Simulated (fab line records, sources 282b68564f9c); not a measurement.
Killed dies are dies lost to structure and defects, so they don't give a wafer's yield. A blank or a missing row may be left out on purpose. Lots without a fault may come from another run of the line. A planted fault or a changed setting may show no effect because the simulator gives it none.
A struck lot beside a sound one | flow rit_cmos | 39 steps out of a route of 202
Sound: wafers L237.1, L237.4, L237.6. Struck: wafers L223.1, L223.2, L223.6. The cause comes at the end.
At each step with rows: each side's tool, then ch and its chambers, then its first start. Under that, the readings that differ: sound wafers | struck wafers | difference of the means | sigmas: that difference in standard deviations of wafers without a fault.
alike: readings whose means differ by less than 2 such deviations, and words and numbers that are the same on both sides. not compared: withheld readings, readings that some wafer has no value for, bounds like >300 that may hide the same value, and numbers for which the record gives no deviation and whose values overlap.
The two part at a step that has a row with sigmas, a row that says differs or no value, or rows on one side only. Numbers that don't overlap but have no deviation are shown without sigmas and don't part them. A reading that every wafer of one side lacks parts them only if that side has two wafers or more.

first, 3 steps without rows for these wafers: RIT_GATE_EXPOSE_13 (exposes mask M6, target cd 150 nm); RIT_GATE_PEB_14; RIT_GATE_DEVELOP_15 (develop time 50 s).
RIT_GATE_CD_MEAS_16: target cd 150 nm.
  sound on cd_sem-02, day 6 21:04; struck on cd_sem-01, day 3 22:14
  alike: cd_nm
RIT_GATE_OVL_MEAS_17:
  sound on overlay-02, day 6 21:11; struck on overlay-01, day 3 22:22
  alike: GATE_OVL
then, 1 step without rows for these wafers: RIT_GATE_HARDBAKE_18 (time 60 s).
RIT_GATE_ETCH_19: etches poly-Si in SF6/CHF3/O2, stops on SiO2, time 165 s, target depth 312.5 nm.
  sound on rie_si-01 ch 2,3, day 6 21:30; struck on rie_si-01 ch 0,2,3, day 3 22:43
  alike: O2_flow_sccm, drypump_motor_current_A, oes_product_au, rf_fwd_power_W, throttle_valve_pct
  not compared: rf_hours_counter_h
RIT_GATE_STRIP_20: strips in O2, time 180 s.
  sound on plasma_asher-01 ch 1, day 6 21:37; struck on plasma_asher-01 ch 0,1, day 3 22:49
  alike: drypump_motor_current_A
  not compared: rf_hours_counter_h
RIT_GATE_CD_MEAS_90: target cd 150 nm.
  sound on cd_sem-01, day 6 21:47; struck on cd_sem-01, day 3 22:59
  alike: cd_nm
then, 3 steps without rows for these wafers: RIT_REOX_CLEAN_00 (cleans in SC1, time 600 s); RIT_REOX_CLEAN_01 (cleans in dHF, time 29.24 s); RIT_REOX_CLEAN_02 (cleans in SC2, time 600 s).
RIT_REOX_OXIDATION_03: target thk 25.2 nm, ox time 5580 s.
  sound on furnace-01 ch 0, day 6 23:24; struck on furnace-01 ch 0, day 3 23:29
  reading                                     | sound             | struck            | difference | sigmas
  spike_tc_centre_C (C)                       | 900.8 901.6 899.9 | 913.8 913.6 914.8 | +13.3      | +9
  zone_power_centre_pct (%)                   | 47.4 47.3 46.9    | 52.6 52.9 52.3    | +5.4       | +2
  model.SiO2_of_REOX_OXIDATION_03.thk_nm (nm) | 26 26.01 25.94    | 27.46 27.78 27.51 | +1.60      |
RIT_REOX_THK_MEAS_04:
  sound on film_metro-04, day 7 01:57; struck on film_metro-04, day 4 02:02
  reading             | sound          | struck         | difference | sigmas
  REOX_OXIDE_THK (nm) | 26.0 26.0 25.9 | 27.5 27.8 27.5 | +1.6       | +3
then, 6 steps without rows for these wafers: RIT_NLDD_HMDS_00 (prime time 60 s); RIT_NLDD_COAT_01 (resist thk 1000 nm); RIT_NLDD_SOFTBAKE_02 (time 60 s); RIT_NLDD_EXPOSE_03 (exposes mask M7, target cd 40700 nm); RIT_NLDD_PEB_04; RIT_NLDD_DEVELOP_05 (develop time 50 s).
RIT_NLDD_OVL_MEAS_06:
  sound on overlay-02, day 7 02:59; struck on overlay-01, day 4 02:56
  alike: NLDD_OVL
then, 2 steps without rows for these wafers: RIT_NLDD_HARDBAKE_07 (time 60 s); RIT_NLDD_IMPLANT_08.
RIT_NLDD_STRIP_09: strips in O2, time 180 s.
  sound on plasma_asher-02 ch 0,1, day 7 03:19; struck on plasma_asher-03 ch 0,1, day 4 03:17
  alike: drypump_motor_current_A
  not compared: rf_hours_counter_h
RIT_NLDD_TW_MEAS_10:
  sound on film_metro-03, day 7 03:30; struck on film_metro-03, day 4 03:27
  alike: NLDD_TW
then, 6 steps without rows for these wafers: RIT_PLDD_HMDS_00 (prime time 60 s); RIT_PLDD_COAT_01 (resist thk 1000 nm); RIT_PLDD_SOFTBAKE_02 (time 60 s); RIT_PLDD_EXPOSE_03 (exposes mask M8, target cd 40900 nm); RIT_PLDD_PEB_04; RIT_PLDD_DEVELOP_05 (develop time 50 s).
RIT_PLDD_OVL_MEAS_06:
  sound on overlay-02, day 7 04:36; struck on overlay-02, day 4 04:29
  alike: PLDD_OVL
then, 2 steps without rows for these wafers: RIT_PLDD_HARDBAKE_07 (time 60 s); RIT_PLDD_IMPLANT_08.
RIT_PLDD_STRIP_09: strips in O2, time 180 s.
  sound on plasma_asher-04 ch 0,1, day 7 05:11; struck on plasma_asher-02 ch 0,1, day 4 04:49
  alike: drypump_motor_current_A
  not compared: rf_hours_counter_h
RIT_PLDD_TW_MEAS_10:
  sound on film_metro-03, day 7 05:22; struck on film_metro-04, day 4 05:00
  alike: PLDD_TW
RIT_SPACER_CLEAN_00: cleans in SC1, time 600 s.
  sound on wet_bench-01 ch 0, day 7 05:25; struck on wet_bench-01 ch 0, day 4 05:04
  reading                                     | sound             | struck            | difference | sigmas
  model.SiO2_of_REOX_OXIDATION_03.thk_nm (nm) | 24.04 24.05 23.99 | 25.33 25.63 25.39 | +1.42      |
then, 1 step without rows for these wafers: RIT_SPACER_CLEAN_01 (cleans in dHF, time 30 s).
RIT_M1_PROBE_99:
  sound on prober-01, day 7 19:16; struck on prober-02, day 4 18:46
  alike: killed_at_M0_to_M3, killed_at_contacts, killed_at_front_end, killed_dies, killed_open, killed_short

WHERE THEY PART
First at RIT_REOX_OXIDATION_03; last, within this record, at RIT_REOX_THK_MEAS_04. Later steps at which nothing parts them and some readings are alike: RIT_NLDD_OVL_MEAS_06, RIT_NLDD_STRIP_09, RIT_NLDD_TW_MEAS_10, RIT_PLDD_OVL_MEAS_06, RIT_PLDD_STRIP_09, RIT_PLDD_TW_MEAS_10, RIT_M1_PROBE_99.

WHY: what the simulator had put in
Process parameter drift: furnace-01, from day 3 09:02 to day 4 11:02, at RIT_REOX_OXIDATION_03. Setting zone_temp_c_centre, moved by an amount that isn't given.
